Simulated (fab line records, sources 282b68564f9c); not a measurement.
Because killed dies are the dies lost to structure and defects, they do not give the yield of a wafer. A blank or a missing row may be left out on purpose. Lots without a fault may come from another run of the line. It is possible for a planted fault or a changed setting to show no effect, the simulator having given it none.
Which of the tools did it? / flow ritCmos / 14 lots with 42 wafers sampled at 2 steps, on a route of 202 steps

== WHAT THE GAUGES SHOWED, per wafer ==
The record lacks any reading of a measuring or inspecting step that a usual standard deviation could be used to judge.

== TOOL THAT RAN EACH LOT (tool first, then ch and the chambers of the sampled wafers, then the start) ==
lot=L722; RIT_CONTACT_ETCH_11=rieDiel-01 ch 1,2,3, day 3 20:57; RIT_M1_PROBE_99=-
lot=L724; RIT_CONTACT_ETCH_11=rieDiel-04 ch 0,2,3, day 4 02:38; RIT_M1_PROBE_99=-
lot=L723; RIT_CONTACT_ETCH_11=rieDiel-01 ch 0,1, day 4 02:52; RIT_M1_PROBE_99=-
lot=L725; RIT_CONTACT_ETCH_11=rieDiel-01 ch 0,2,3, day 4 08:33; RIT_M1_PROBE_99=-
lot=L726; RIT_CONTACT_ETCH_11=rieDiel-03 ch 0,1,3, day 4 11:53; RIT_M1_PROBE_99=-
lot=L728; RIT_CONTACT_ETCH_11=rieDiel-01 ch 0,3, day 4 21:22; RIT_M1_PROBE_99=prober-01, day 5 02:37
lot=L730; RIT_CONTACT_ETCH_11=rieDiel-04 ch 0,2,3, day 5 01:08; RIT_M1_PROBE_99=prober-02, day 5 06:28
lot=L729; RIT_CONTACT_ETCH_11=rieDiel-01 ch 0,1, day 5 02:10; RIT_M1_PROBE_99=prober-01, day 5 07:56
lot=L738; RIT_CONTACT_ETCH_11=rieDiel-04 ch 0,1,3, day 6 13:48; RIT_M1_PROBE_99=prober-01, day 6 19:49
lot=L739; RIT_CONTACT_ETCH_11=rieDiel-03 ch 0,2,3, day 6 16:43; RIT_M1_PROBE_99=-
lot=L741; RIT_CONTACT_ETCH_11=rieDiel-04 ch 0,3, day 7 03:35; RIT_M1_PROBE_99=-
lot=L742; RIT_CONTACT_ETCH_11=rieDiel-04 ch 0,1,2, day 7 11:27; RIT_M1_PROBE_99=-
lot=L744; RIT_CONTACT_ETCH_11=rieDiel-04 ch 2,3, day 7 23:28; RIT_M1_PROBE_99=-
lot=L745; RIT_CONTACT_ETCH_11=rieDiel-01 ch 1,2,3, day 8 03:13; RIT_M1_PROBE_99=-
- RIT_CONTACT_ETCH_11: etches SiO2 in CHF3/CF4/Ar, stops on TiSi2, target depth 480 nm, time 320 s.
- RIT_M1_PROBE_99

== AS READ BY THE TOOLS THEMSELVES (means over the sampled wafers that have a number; for cases with no such wafer, the mark the record gives instead) ==
RIT_CONTACT_ETCH_11. Usual: O2_flow_sccm 5.000 sccm, standard deviation 0.017; drypumpMotorCurrentA 5.9 A, standard deviation 0.42; oesProductAu 1.001 a.u., standard deviation 0.014; throttleValvePct 8.88 %, standard deviation 0.09.
lot=L722; tool=rieDiel-01; O2_flow_sccm (sccm)=4.994; drypumpMotorCurrentA (A)=6.0; oesProductAu (a.u.)=1.007; throttleValvePct (%)=8.91; flag=
lot=L724; tool=rieDiel-04; O2_flow_sccm (sccm)=4.994; drypumpMotorCurrentA (A)=5.7; oesProductAu (a.u.)=0.996; throttleValvePct (%)=8.83; flag=
lot=L723; tool=rieDiel-01; O2_flow_sccm (sccm)=5.018; drypumpMotorCurrentA (A)=5.6; oesProductAu (a.u.)=1.002; throttleValvePct (%)=8.84; flag=
lot=L725; tool=rieDiel-01; O2_flow_sccm (sccm)=4.999; drypumpMotorCurrentA (A)=6.1; oesProductAu (a.u.)=1.005; throttleValvePct (%)=8.94; flag=
lot=L726; tool=rieDiel-03; O2_flow_sccm (sccm)=5.019; drypumpMotorCurrentA (A)=5.5; oesProductAu (a.u.)=0.996; throttleValvePct (%)=8.89; flag=
lot=L728; tool=rieDiel-01; O2_flow_sccm (sccm)=5.012; drypumpMotorCurrentA (A)=5.9; oesProductAu (a.u.)=1.001; throttleValvePct (%)=8.87; flag=
lot=L730; tool=rieDiel-04; O2_flow_sccm (sccm)=5.023; drypumpMotorCurrentA (A)=5.7; oesProductAu (a.u.)=0.996; throttleValvePct (%)=8.83; flag=
lot=L729; tool=rieDiel-01; O2_flow_sccm (sccm)=5.001; drypumpMotorCurrentA (A)=5.6; oesProductAu (a.u.)=0.995; throttleValvePct (%)=8.84; flag=
lot=L738; tool=rieDiel-04; O2_flow_sccm (sccm)=5.010; drypumpMotorCurrentA (A)=6.1; oesProductAu (a.u.)=1.005; throttleValvePct (%)=8.82; flag=
lot=L739; tool=rieDiel-03; O2_flow_sccm (sccm)=4.999; drypumpMotorCurrentA (A)=5.4; oesProductAu (a.u.)=1.004; throttleValvePct (%)=8.97; flag=
lot=L741; tool=rieDiel-04; O2_flow_sccm (sccm)=4.992; drypumpMotorCurrentA (A)=5.8; oesProductAu (a.u.)=1.008; throttleValvePct (%)=8.81; flag=
lot=L742; tool=rieDiel-04; O2_flow_sccm (sccm)=4.989; drypumpMotorCurrentA (A)=5.9; oesProductAu (a.u.)=0.998; throttleValvePct (%)=8.82; flag=
lot=L744; tool=rieDiel-04; O2_flow_sccm (sccm)=5.003; drypumpMotorCurrentA (A)=5.6; oesProductAu (a.u.)=0.984; throttleValvePct (%)=8.84; flag=
lot=L745; tool=rieDiel-01; O2_flow_sccm (sccm)=4.986; drypumpMotorCurrentA (A)=6.0; oesProductAu (a.u.)=1.010; throttleValvePct (%)=8.92; flag=

RIT_M1_PROBE_99. Usual: killedAtContacts 0.1, standard deviation 0.38; killedAtFrontEnd 7, standard deviation 3.2; killedDies 7, standard deviation 3.2; killedOpen 3.6, standard deviation 2.1; killedShort 3.5, standard deviation 2.
lot=L728 tool=prober-01 killedAtContacts=4.7 killedAtFrontEnd=7 killedDies=12 killedOpen=2.7 killedShort=4.7 flag=OFF
lot=L730 tool=prober-02 killedAtContacts=0.0 killedAtFrontEnd=6 killedDies=6 killedOpen=2.3 killedShort=4.0 flag=
lot=L729 tool=prober-01 killedAtContacts=2.7 killedAtFrontEnd=6 killedDies=8 killedOpen=2.7 killedShort=2.7 flag=OFF
lot=L738 tool=prober-01 killedAtContacts=0.0 killedAtFrontEnd=7 killedDies=7 killedOpen=4.0 killedShort=3.3 flag=

== THE ANSWER, worked out from the rows above alone ==
Rule: lot off if the mean of its wafers having a number is beyond 3 standard deviations from the usual mean. A lot without any number at a reading at which 4 lots or more have one is off too. All remaining lots with rows at the step are treated as sound. After the gauges, taken in route order, come the tools' own readings; for these a lot's mean is taken, as printed above. At the first step where some lot is off, the reading lying furthest off is the one used; lots without a number count as furthest.
Off: L728, L729, at RIT_M1_PROBE_99 (killedAtContacts). Neither off nor sound, because the step has no rows for them: L722, L724, L723, L725, L726, L739, L741, L742, L744, L745.
A tool fits if, at that step or a process step before it, it ran every lot that is off, and no sound lot after the first of them. One fits: RIT_CONTACT_ETCH_11 on rieDiel-01. It ran no sound lot before its first lot that is off in this sample, so the start can't be narrowed down.
On the lots that are off, the tool's own readings at RIT_CONTACT_ETCH_11 differ by more than 5 times the standard deviation of the sound lots' means, which bears it out; throttleValvePct reads 8.86 % there versus 8.82 % on the sound lots.

== WHAT HAD BEEN PUT IN BY THE SIMULATOR ==
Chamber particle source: rieDiel-01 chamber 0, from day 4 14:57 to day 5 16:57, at RIT_CONTACT_ETCH_11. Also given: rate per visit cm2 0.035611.
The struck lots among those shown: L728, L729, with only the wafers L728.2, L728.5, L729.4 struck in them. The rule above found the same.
